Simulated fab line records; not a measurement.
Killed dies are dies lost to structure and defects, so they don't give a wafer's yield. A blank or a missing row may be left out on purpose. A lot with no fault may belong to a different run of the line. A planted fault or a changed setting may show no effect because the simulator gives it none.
fab line records ; flow ritCmos
record: lots: 5; wafers: 15; lastDay: 7
route steps=202 shown M1@188
lots untouched by any fault: they come from a run of this same line in which no faults occurred
startH: start of the lot's first displayed wafer, in hours after the record's first day ; waitH: how many hours have passed since the lot's step before this one ; " same as the row above ; L1.1+2: a row that stands for several wafers ; - either no value or no given start ; * or withheld: withheld ; < > ~ a bound
route shown NAME@n: NAME is a module with steps in the file, n the number in the route of the first one ; usual: mean/standard deviation taken from wafers without a fault ; same: alike in all rows ; chamber/n: place in a boat ; sites: readings site by site ; _std_site: the values' standard deviation ; _edge_site: the outer-site mean with the inner-site mean subtracted ; radiusMm: how far each site lies from the wafer's centre ; mask NAME#n: copy n ; behind: the most recent tool/chamber to have shaped the wafer ; hold: why the lot went on hold/how many hours it stayed there/how the hold came to an end ; device: names the non-switching transistor (n, p or np) ; end of line: tests run on the same wafers once the route is complete ; a step without rows: its recipe alone ; killed: dies that structure and defects cost at the first sort, which is not the same as the wafer's yield ; map: the dies of a wafer, with x for killed, . for not killed, _ for no die there
set.NAME: the run value of the setting; set.NAME@STEP: its run value at that earlier step ; model.NAME: the simulator's own value behind a step, which no gauge read
a table for each step, a row for each wafer; lots at some steps of the route
services: when a tool's chamber went out of use (startH, in hours from the record's first day, below 0 if earlier), for how many hours, and the reason
== steps ==
step: RIT_M1_COAT_04
recipe: resist: NOVOLAK; spinRpm: 2000; resistThkNm: 1300
usual: resistLineTempC: 22.99/0.11
lot.wafer;tool;chamber;startH;waitH;resistLineTempC
L078.3;lithoTrack-02;0;80.64;0.1;23.03
L078.4;lithoTrack-02;0;80.64;0.1;22.98
L078.6;lithoTrack-02;0;80.64;0.1;23.04
L079.1;lithoTrack-01;0;84.44;0.1;23.03
L079.3;lithoTrack-01;0;84.44;0.1;22.91
L079.5;lithoTrack-01;0;84.44;0.1;23.06
L086.3;lithoTrack-02;0;131.21;0.1;22.84
L086.4;lithoTrack-02;0;131.21;0.1;22.71
L086.5;lithoTrack-02;0;131.21;0.1;22.96
L088.3;lithoTrack-01;0;137.03;0.1;23.00
L088.4;lithoTrack-01;0;137.03;0.1;22.93
L088.5;lithoTrack-01;0;137.03;0.1;23.00
L093.2;lithoTrack-02;0;160.02;0.1;23.16
L093.4;lithoTrack-02;0;160.02;0.1;22.96
L093.6;lithoTrack-02;0;160.02;0.1;23.10
step: RIT_M1_SOFTBAKE_05
recipe: resist: NOVOLAK; tempC: 90; timeS: 60
usual: plateTempC: 90.00/0.13; resistLineTempC: 23.00/0.11
lot.wafer;tool;chamber;startH;waitH;plateTempC;resistLineTempC
L078.3;lithoTrack-02;0;80.79;0.1;89.91;22.88
L078.4;lithoTrack-02;0;80.79;0.1;89.86;22.86
L078.6;lithoTrack-02;0;80.79;0.1;89.98;22.94
L079.1;lithoTrack-01;0;84.59;0.1;89.88;22.81
L079.3;lithoTrack-01;0;84.59;0.1;90.17;22.87
L079.5;lithoTrack-01;0;84.59;0.1;90.13;22.77
L086.3;lithoTrack-02;0;131.36;0.1;90.19;23.10
L086.4;lithoTrack-02;0;131.36;0.1;90.00;23.03
L086.5;lithoTrack-02;0;131.36;0.1;89.97;22.82
L088.3;lithoTrack-01;0;137.18;0.1;89.90;23.14
L088.4;lithoTrack-01;0;137.18;0.1;90.05;22.94
L088.5;lithoTrack-01;0;137.18;0.1;89.92;23.01
L093.2;lithoTrack-02;0;160.17;0.1;90.05;23.08
L093.4;lithoTrack-02;0;160.17;0.1;90.18;22.97
L093.6;lithoTrack-02;0;160.17;0.1;89.98;23.03
step: RIT_M1_EXPOSE_06
recipe: maskId: M12; na: 0.6; sourceShape: conventional; sigmaOuter: 0.5; targetCdNm: 2600; doseMj: 250
usual: stageVelMmS: 499.98/0.24
lot.wafer;tool;chamber;startH;waitH;mask;stageVelMmS
L078.3;ilineStepper-02;0;80.93;0.1;M12#0;499.98
L078.4;ilineStepper-02;0;80.93;0.1;M12#0;500.34
L078.6;ilineStepper-02;0;80.93;0.1;M12#0;499.68
L079.1;ilineStepper-02;0;84.74;0.1;M12#0;500.17
L079.3;ilineStepper-02;0;84.74;0.1;M12#0;499.96
L079.5;ilineStepper-02;0;84.74;0.1;M12#0;499.97
L086.3;ilineStepper-02;0;131.63;0.2;M12#0;499.97
L086.4;ilineStepper-02;0;131.63;0.2;M12#0;500.09
L086.5;ilineStepper-02;0;131.63;0.2;M12#0;500.13
L088.3;ilineStepper-01;0;137.32;0.1;M12#0;499.87
L088.4;ilineStepper-01;0;137.32;0.1;M12#0;499.91
L088.5;ilineStepper-01;0;137.32;0.1;M12#0;499.87
L093.2;ilineStepper-01;0;160.44;0.2;M12#0;499.94
L093.4;ilineStepper-01;0;160.44;0.2;M12#0;500.27
L093.6;ilineStepper-01;0;160.44;0.2;M12#0;499.85
step: RIT_M1_PEB_07
recipe: resist: NOVOLAK; tempC: withheld; timeS: withheld
usual: resistLineTempC: *
lot.wafer;tool;chamber;startH;waitH;resistLineTempC
L078.3;lithoTrack-01;0;81.06;0.1;*
L078.4;lithoTrack-01;0;81.06;0.1;*
L078.6;lithoTrack-01;0;81.06;0.1;*
L079.1;lithoTrack-03;0;84.86;0.1;*
L079.3;lithoTrack-03;0;84.86;0.1;*
L079.5;lithoTrack-03;0;84.86;0.1;*
L086.3;lithoTrack-01;0;131.92;0.3;*
L086.4;lithoTrack-01;0;131.92;0.3;*
L086.5;lithoTrack-01;0;131.92;0.3;*
L088.3;lithoTrack-02;0;137.50;0.2;*
L088.4;lithoTrack-02;0;137.50;0.2;*
L088.5;lithoTrack-02;0;137.50;0.2;*
L093.2;lithoTrack-01;0;160.56;0.1;*
L093.4;lithoTrack-01;0;160.56;0.1;*
L093.6;lithoTrack-01;0;160.56;0.1;*
step: RIT_M1_DEVELOP_08
recipe: resist: NOVOLAK; developTimeS: 68; devTempC: 23
usual: resistLineTempC: 22.98/0.1
lot.wafer;tool;chamber;startH;waitH;resistLineTempC
L078.3;lithoTrack-01;0;-;-;23.10
L078.4;lithoTrack-01;0;-;-;23.03
L078.6;lithoTrack-01;0;-;-;22.94
L079.1;lithoTrack-03;0;-;-;23.04
L079.3;lithoTrack-03;0;-;-;22.99
L079.5;lithoTrack-03;0;-;-;23.00
L086.3;lithoTrack-01;0;-;-;22.86
L086.4;lithoTrack-01;0;-;-;22.96
L086.5;lithoTrack-01;0;-;-;22.89
L088.3;lithoTrack-02;0;-;-;22.98
L088.4;lithoTrack-02;0;-;-;23.00
L088.5;lithoTrack-02;0;-;-;23.14
L093.2;lithoTrack-01;0;-;-;22.85
L093.4;lithoTrack-01;0;-;-;22.99
L093.6;lithoTrack-01;0;-;-;22.99
step: RIT_M1_CD_MEAS_09
recipe: targetCdNm: 2600
usual: cdNm: 2600.0/2.1
lot.wafer;tool;chamber;startH;waitH;cdNm
L078.3;cdSem-02;-;81.36;-;2598.4
L078.4;cdSem-02;-;81.36;-;2597.6
L078.6;cdSem-02;-;81.36;-;2598.0
L079.1;cdSem-02;-;85.17;-;2603.1
L079.3;cdSem-02;-;85.17;-;2605.5
L079.5;cdSem-02;-;85.17;-;2603.1
L086.3;cdSem-01;-;132.23;-;2597.6
L086.4;cdSem-01;-;132.23;-;2597.3
L086.5;cdSem-01;-;132.23;-;2596.4
L088.3;cdSem-01;-;137.80;-;2601.1
L088.4;cdSem-01;-;137.80;-;2601.3
L088.5;cdSem-01;-;137.80;-;2603.2
L093.2;cdSem-02;-;160.87;-;2599.9
L093.4;cdSem-02;-;160.87;-;2601.4
L093.6;cdSem-02;-;160.87;-;2599.4
step: RIT_M1_OVL_MEAS_10
usual: M1_OVL: -0.1/1.3
lot.wafer;tool;chamber;startH;waitH;M1_OVL[nm]
L078.3;overlay-01;-;81.45;0.1;-1.0
L078.4;overlay-01;-;81.45;0.1;-1.2
L078.6;overlay-01;-;81.45;0.1;3.1
L079.1;overlay-02;-;85.29;0.1;0.7
L079.3;overlay-02;-;85.29;0.1;0.5
L079.5;overlay-02;-;85.29;0.1;-1.6
L086.3;overlay-02;-;132.32;0.1;0.8
L086.4;overlay-02;-;132.32;0.1;-0.1
L086.5;overlay-02;-;132.32;0.1;1.1
L088.3;overlay-02;-;137.89;0.1;1.3
L088.4;overlay-02;-;137.89;0.1;-0.3
L088.5;overlay-02;-;137.89;0.1;-0.3
L093.2;overlay-02;-;160.98;0.1;-0.1
L093.4;overlay-02;-;160.98;0.1;-0.1
L093.6;overlay-02;-;160.98;0.1;-0.7
step: RIT_M1_HARDBAKE_11
recipe: resist: NOVOLAK; tempC: 140; timeS: 120
usual: plateTempC: 139.98/0.14; resistLineTempC: 23.00/0.11
lot.wafer;tool;chamber;startH;waitH;plateTempC;resistLineTempC
L078.3;lithoTrack-01;0;81.56;0.1;139.91;23.06
L078.4;lithoTrack-01;0;81.56;0.1;139.94;22.96
L078.6;lithoTrack-01;0;81.56;0.1;139.99;22.86
L079.1;lithoTrack-02;0;85.60;0.3;139.87;22.95
L079.3;lithoTrack-02;0;85.60;0.3;139.93;23.00
L079.5;lithoTrack-02;0;85.60;0.3;139.95;22.89
L086.3;lithoTrack-03;0;132.43;0.1;139.91;23.12
L086.4;lithoTrack-03;0;132.43;0.1;139.95;23.16
L086.5;lithoTrack-03;0;132.43;0.1;139.92;23.07
L088.3;lithoTrack-03;0;138.11;0.2;139.89;23.15
L088.4;lithoTrack-03;0;138.11;0.2;140.11;23.06
L088.5;lithoTrack-03;0;138.11;0.2;139.81;23.20
L093.2;lithoTrack-01;0;161.05;0.1;139.92;22.81
L093.4;lithoTrack-01;0;161.05;0.1;139.99;22.95
L093.6;lithoTrack-01;0;161.05;0.1;139.98;22.97
step: RIT_M1_METAL_ETCH_12
recipe: stopOn: SiO2; chemistry: Cl2/BCl3; target: Al; timeS: 165; overEtchFrac: 0.5; pressureMtorr: 100; targetDepthA: 6000; rfW: 243.5; Cl2_flow_sccm: 60; bcl3FlowSccm: 50
usual: chamberPressureMTorr: 100.00/0.085; drypumpMotorCurrentA: 6.2/0.55; oesProductAu: 0.775/0.0091; rfFwdPowerW: 242.6/0.76; throttleValvePct: 8.24/0.069
lot.wafer;tool;chamber;startH;waitH;chamberPressureMTorr;drypumpMotorCurrentA;oesProductAu;rfFwdPowerW;rfHoursCounterH;throttleValvePct
L078.3;rieMetal-03;1;81.78;0.2;100.01;6.2;0.773;242.0;-;8.36
L078.4;rieMetal-03;0;81.78;0.2;100.00;6.7;0.761;243.3;-;8.18
L078.6;rieMetal-03;0;81.78;0.2;99.88;6.8;0.761;242.6;-;8.18
L079.1;rieMetal-02;1;85.85;0.2;100.03;5.6;0.780;242.9;3;8.21
L079.3;rieMetal-02;1;85.85;0.2;99.93;5.6;0.782;242.9;-;8.21
L079.5;rieMetal-02;1;85.85;0.2;100.03;5.6;0.776;243.4;-;8.23
L086.3;rieMetal-03;0;132.65;0.2;99.99;6.7;0.760;242.0;-;8.18
L086.4;rieMetal-03;1;132.65;0.2;99.96;6.2;0.765;241.3;-;8.37
L086.5;rieMetal-03;0;132.65;0.2;99.98;6.7;0.760;242.6;-;8.17
L088.3;rieMetal-03;0;138.39;0.2;100.12;6.8;0.766;242.0;-;8.17
L088.4;rieMetal-03;0;138.39;0.2;100.10;6.7;0.757;242.3;-;8.17
L088.5;rieMetal-03;0;138.39;0.2;100.09;6.8;0.770;242.3;-;8.18
L093.2;rieMetal-03;0;161.26;0.2;100.06;6.8;0.770;242.5;2;8.17
L093.4;rieMetal-03;1;161.26;0.2;99.97;6.3;0.774;241.7;-;8.37
L093.6;rieMetal-03;0;161.26;0.2;100.01;6.7;0.756;242.7;-;8.17
step: RIT_M1_STRIP_13
recipe: chemistry: nmp; resist: NOVOLAK; tempC: 80; timeS: 600; dry: n2Spin
lot.wafer;tool;chamber;startH;waitH
L078.3+4+6;wetBench-03;3;81.89;0.1
L079.1+3+5;wetBench-03;1;86.01;0.1
L086.3+4+5;wetBench-03;2;132.76;0.1
L088.3+4+5;wetBench-04;3;138.61;0.2
L093.2+4+6;wetBench-01;1;161.42;0.1
step: RIT_M1_STRIP_14
recipe: chemistry: O2; timeS: 180; platenTempC: withheld; powerW: 500; pressureMtorr: 4000; o2FlowSccm: 4000
usual: chamberPressureMTorr: 4000/3.9; drypumpMotorCurrentA: 5.57/0.27; rfReflPowerW: 5.8/1.7
lot.wafer;tool;chamber;startH;waitH;chamberPressureMTorr;drypumpMotorCurrentA;rfHoursCounterH;rfReflPowerW
L078.3;plasmaAsher-03;1;82.12;0.1;4000;5.68;-;7.9
L078.4;plasmaAsher-03;0;82.12;0.1;3996;5.91;-;4.6
L078.6;plasmaAsher-03;1;82.12;0.1;4008;5.66;-;7.4
L079.1;plasmaAsher-03;1;86.19;0.0;4004;5.67;27;8.3
L079.3;plasmaAsher-03;0;86.19;0.0;3995;5.89;-;4.2
L079.5;plasmaAsher-03;0;86.19;0.0;3997;5.89;-;4.3
L086.3;plasmaAsher-02;1;132.99;0.1;4001;5.38;-;4.9
L086.4;plasmaAsher-02;0;132.99;0.1;4003;5.34;-;7.9
L086.5;plasmaAsher-02;0;132.99;0.1;3998;5.32;-;7.8
L088.3;plasmaAsher-04;0;138.86;0.1;3999;5.92;-;7.3
L088.4;plasmaAsher-04;1;138.86;0.1;4008;5.26;-;3.7
L088.5;plasmaAsher-04;0;138.86;0.1;3999;5.91;-;6.9
L093.2;plasmaAsher-03;1;161.60;0.0;3998;5.68;34;8.2
L093.4;plasmaAsher-03;1;161.60;0.0;4001;5.66;-;8.1
L093.6;plasmaAsher-03;1;161.60;0.0;4002;5.66;-;7.9
step: RIT_M1_CD_MEAS_90
recipe: targetCdNm: 2600
usual: cdNm: 2601.8/2.4
lot.wafer;tool;chamber;startH;waitH;cdNm
L078.3;cdSem-02;-;82.28;0.1;2600.7
L078.4;cdSem-02;-;82.28;0.1;2600.3
L078.6;cdSem-02;-;82.28;0.1;2599.4
L079.1;cdSem-01;-;86.36;0.1;2606.6
L079.3;cdSem-01;-;86.36;0.1;2607.7
L079.5;cdSem-01;-;86.36;0.1;2604.4
L086.3;cdSem-01;-;133.15;0.1;2600.0
L086.4;cdSem-01;-;133.15;0.1;2599.0
L086.5;cdSem-01;-;133.15;0.1;2598.5
L088.3;cdSem-02;-;139.01;0.1;2602.9
L088.4;cdSem-02;-;139.01;0.1;2603.7
L088.5;cdSem-02;-;139.01;0.1;2605.1
L093.2;cdSem-01;-;161.79;0.1;2602.1
L093.4;cdSem-01;-;161.79;0.1;2603.7
L093.6;cdSem-01;-;161.79;0.1;2603.0
step: RIT_M1_ANNEAL_15
recipe: tempC: 450; timeS: 1800; ambient: forming_gas_H2N2
usual: spikeTcLoadC: 468.8/1.1; zonePowerLoadPct: 6.39/0.064
lot.wafer;tool;chamber;startH;waitH;spikeTcLoadC;zonePowerLoadPct
L078.3;furnace-02;0;82.36;0.1;471.0;6.42
L078.4;furnace-02;0;82.36;0.1;469.4;6.40
L078.6;furnace-02;0;82.36;0.1;469.3;6.50
L079.1;furnace-02;0;86.48;0.1;468.7;6.41
L079.3;furnace-02;0;86.48;0.1;467.9;6.37
L079.5;furnace-02;0;86.48;0.1;468.9;6.43
L086.3;furnace-02;0;133.23;0.1;468.8;6.35
L086.4;furnace-02;0;133.23;0.1;466.8;6.43
L086.5;furnace-02;0;133.23;0.1;469.2;6.36
L088.3;furnace-02;0;140.14;1.1;468.6;6.51
L088.4;furnace-02;0;140.14;1.1;468.5;6.40
L088.5;furnace-02;0;140.14;1.1;468.3;6.42
L093.2;furnace-02;0;163.15;1.3;469.5;6.40
L093.4;furnace-02;0;163.15;1.3;469.0;6.46
L093.6;furnace-02;0;163.15;1.3;467.4;6.36
step: RIT_M1_BOW_MEAS_16
recipe: mode: bow
usual: M1_BOW: 17/6.4
lot.wafer;tool;chamber;startH;waitH;M1_BOW[um]
L078.3;filmMetro-03;-;83.90;0.0;14
L078.4;filmMetro-03;-;83.90;0.0;5
L078.6;filmMetro-03;-;83.90;0.0;7
L079.1;filmMetro-04;-;87.98;0.0;14
L079.3;filmMetro-04;-;87.98;0.0;14
L079.5;filmMetro-04;-;87.98;0.0;7
L086.3;filmMetro-02;-;134.77;0.0;16
L086.4;filmMetro-02;-;134.77;0.0;16
L086.5;filmMetro-02;-;134.77;0.0;14
L088.3;filmMetro-02;-;141.68;0.0;23
L088.4;filmMetro-02;-;141.68;0.0;12
L088.5;filmMetro-02;-;141.68;0.0;21
L093.2;filmMetro-04;-;164.67;0.0;21
L093.4;filmMetro-04;-;164.67;0.0;14
L093.6;filmMetro-04;-;164.67;0.0;24
step: RIT_M1_PROBE_99
usual: defectLimitedYield: 97.3/1.2; killedAtContacts: 0.1/0.25; killedAtFrontEnd: 7/3.2; killedDies: 7/3.2; killedOpen: 3.5/2.2; killedShort: 3.6/2.1; sort_bin_3_pad_short: 0.1/0.22; sort_bin_5_function: 1.5/0.87; sort_bin_6_memory: 1.1/0.65; sortNPass: 257/3.2; sortYieldPct: 97.3/1.2
same: grossDies: 264; killed_at_M0_to_M3: 0; killed_at_M4_up: 0; killedAtBackSide: 0; killedAtOther: 0
lot.wafer;tool;chamber;startH;waitH;defectLimitedYield[%];killedAtContacts;killedAtFrontEnd;killedDies;killedOpen;killedShort;sort_bin_3_pad_short[%];sort_bin_5_function[%];sort_bin_6_memory[%];sortNPass;sortYieldPct[%]
L078.3;prober-02;-;84.08;0.2;97.7;0;6;6;3;3;0;1.5;0.8;258;97.7
L078.4;prober-02;-;84.13;0.2;95.8;0;11;11;7;4;0;3.8;0.4;253;95.8
L078.6;prober-02;-;84.23;0.2;97.7;0;6;6;4;2;0;1.9;0.4;258;97.7
L086.3;prober-02;-;134.95;0.2;95.5;0;12;12;2;10;0.8;1.5;2.3;252;95.5
L086.4;prober-02;-;135.00;0.2;98.1;0;5;5;1;4;0;0.8;1.1;259;98.1
L086.5;prober-02;-;135.05;0.2;98.5;0;4;4;2;2;0;0;1.5;260;98.5
L088.3;prober-02;-;141.86;0.2;97.3;0;7;7;1;6;0;1.1;1.5;257;97.3
L088.4;prober-02;-;141.91;0.2;95.5;0;12;12;5;7;0;1.9;2.7;252;95.5
L088.5;prober-02;-;141.96;0.2;97.3;1;6;7;3;4;0.4;1.9;0.4;257;97.3
killed by level:class
L078.3 GATE:geometricParticle:open=2 GATE:geometricParticle:short=2 SPACER:geometricParticle:open=1 SPACER:geometricParticle:short=1
L078.4 GATE:geometricParticle:open=3 GATE:geometricParticle:short=2 SPACER:geometricParticle:open=2 FOX1:geometricParticle:open=1 FOX1:geometricParticle:short=1 REOX:geometricParticle:open=1 SILICIDE:geometricParticle:short=1
L078.6 GATE:geometricParticle:open=2 FOX1:geometricParticle:open=1 FOX1:geometricParticle:short=1 GATE:geometricParticle:short=1 SPACER:geometricParticle:open=1
L086.3 SILICIDE:geometricParticle:short=5 FOX2:geometricParticle:short=2 GATE:geometricParticle:short=2 FOX1:geometricParticle:short=1 GATE:geometricParticle:open=1 SPACER:geometricParticle:open=1
L086.4 GATE:geometricParticle:short=3 FOX1:geometricParticle:open=1 SPACER:geometricParticle:short=1
L086.5 GATE:geometricParticle:short=2 GATE:geometricParticle:open=1 SPACER:geometricParticle:open=1
L088.3 GATE:geometricParticle:short=4 FOX1:geometricParticle:open=1 REOX:geometricParticle:short=1 SILICIDE:geometricParticle:short=1
L088.4 FOX1:geometricParticle:short=2 FOX1:geometricParticle:open=2 SILICIDE:geometricParticle:short=2 FOX2:geometricParticle:short=1 FOX2:geometricParticle:open=1 REOX:geometricParticle:short=1 SPACER:geometricParticle:short=1 SPACER:geometricParticle:open=1
L088.5 GATE:geometricParticle:short=2 GATE:geometricParticle:open=2 FOX2:geometricParticle:short=1 REOX:geometricParticle:open=1 CONTACT:geometricParticle:short=1
== services ==
tool;chamber;startH;hours;kind
plasmaAsher-03;-;69.14;3.4;repair
plasmaAsher-04;-;77.09;1.1;repair
ilineStepper-01;-;77.96;0.8;repair
ilineStepper-02;-;99.40;1.7;pm
plasmaAsher-04;-;108.75;9.0;pm
plasmaAsher-04;0;108.75;9.0;ventCycle
plasmaAsher-04;1;108.75;9.0;ventCycle
rieMetal-02;-;109.94;0.8;repair
plasmaAsher-04;0;117.75;-;clean
plasmaAsher-04;1;117.75;-;clean
plasmaAsher-03;-;121.61;15.6;pm
plasmaAsher-04;-;131.12;4.3;pm
rieMetal-02;-;132.45;1.4;pm
plasmaAsher-03;-;146.76;0.7;repair
rieMetal-02;-;152.10;1.1;repair
== key ==
fault none
